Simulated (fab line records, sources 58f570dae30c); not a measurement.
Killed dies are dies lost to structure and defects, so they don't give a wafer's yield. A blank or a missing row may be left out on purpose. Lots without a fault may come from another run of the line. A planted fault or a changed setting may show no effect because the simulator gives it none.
One fault seen from 2 desks | flow berkeley_cmos170 | each desk has only its own numbers; what lay behind them comes last

THE TOOL OWNER'S DESK: krf_scanner-02
The tool's own readings at UCB170_PSD_EXPOSE_03 (exposes mask PSELECT MOD, target cd 1200 nm): means of the sampled wafers that have a number, for each lot that ran on this tool. A lot is out of limits, marked OUT, if its mean lies more than 4 standard deviations from the usual mean; the brackets give that distance.
Columns: A = exposure_dose_mJ_cm2 at UCB170_PSD_EXPOSE_03, usual 29.97
lot  | first seen here | A
L786 | day 7 21:39     | 30.03
L791 | day 9 16:50     | 29.94
L796 | day 10 08:52    | 29.60 (-10) OUT
L800 | day 10 23:53    | 29.67 (-8.4) OUT
L798 | day 11 00:02    | 29.66 (-8.6) OUT
This desk's finding: out of limits on L796, L798, L800; first on L796, day 10 08:52 (exposure_dose_mJ_cm2 at UCB170_PSD_EXPOSE_03). In limits: L786, L791.

THE METROLOGY DESK
What the gauges read, lot by lot, whatever tool the lot ran on: means of the sampled wafers that have a number. A lot is out of limits, marked OUT, if its mean lies more than 4 standard deviations from the usual mean; the brackets give that distance.
Columns: A = NSD_OVL at UCB170_NSD_OVL_MEAS_07, usual 0 nm
lot  | first seen here | A
L787 | day 8 02:01     | 1
L788 | day 8 02:01     | 3
L786 | day 8 02:17     | 2
L789 | day 8 02:34     | 4
L793 | day 9 19:17     | -2
L792 | day 9 19:34     | -9
L790 | day 9 19:39     | 9
L791 | day 9 19:56     | -6
L794 | day 10 01:09    | -6
L796 | day 10 11:10    | -3
L800 | day 11 04:31    | -1
L798 | day 11 04:42    | 4
L801 | day 11 18:42    | -0
L807 | day 12 17:26    | 2
L808 | day 12 17:51    | 2
This desk's finding: nothing out of limits on any of the 15 lots.

PUT TOGETHER
The tool owner's desk could have raised an alarm at day 10 08:52, on L796, L798, L800.
The metrology desk saw nothing out of limits.
The metrology desk has L796, L798, L800 on record, within its limits.
Of the lots named, all ran UCB170_PSD_EXPOSE_03 on krf_scanner-02.

WHAT THE SIMULATOR HAD PUT IN
Process parameter drift: krf_scanner-02, from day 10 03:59 on, at UCB170_PSD_EXPOSE_03. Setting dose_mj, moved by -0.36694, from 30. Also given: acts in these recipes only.
Lots struck among those shown: L796, L798, L800.
Hours from the fault's start to each desk's first reading out of limits: the tool owner's desk, 5.
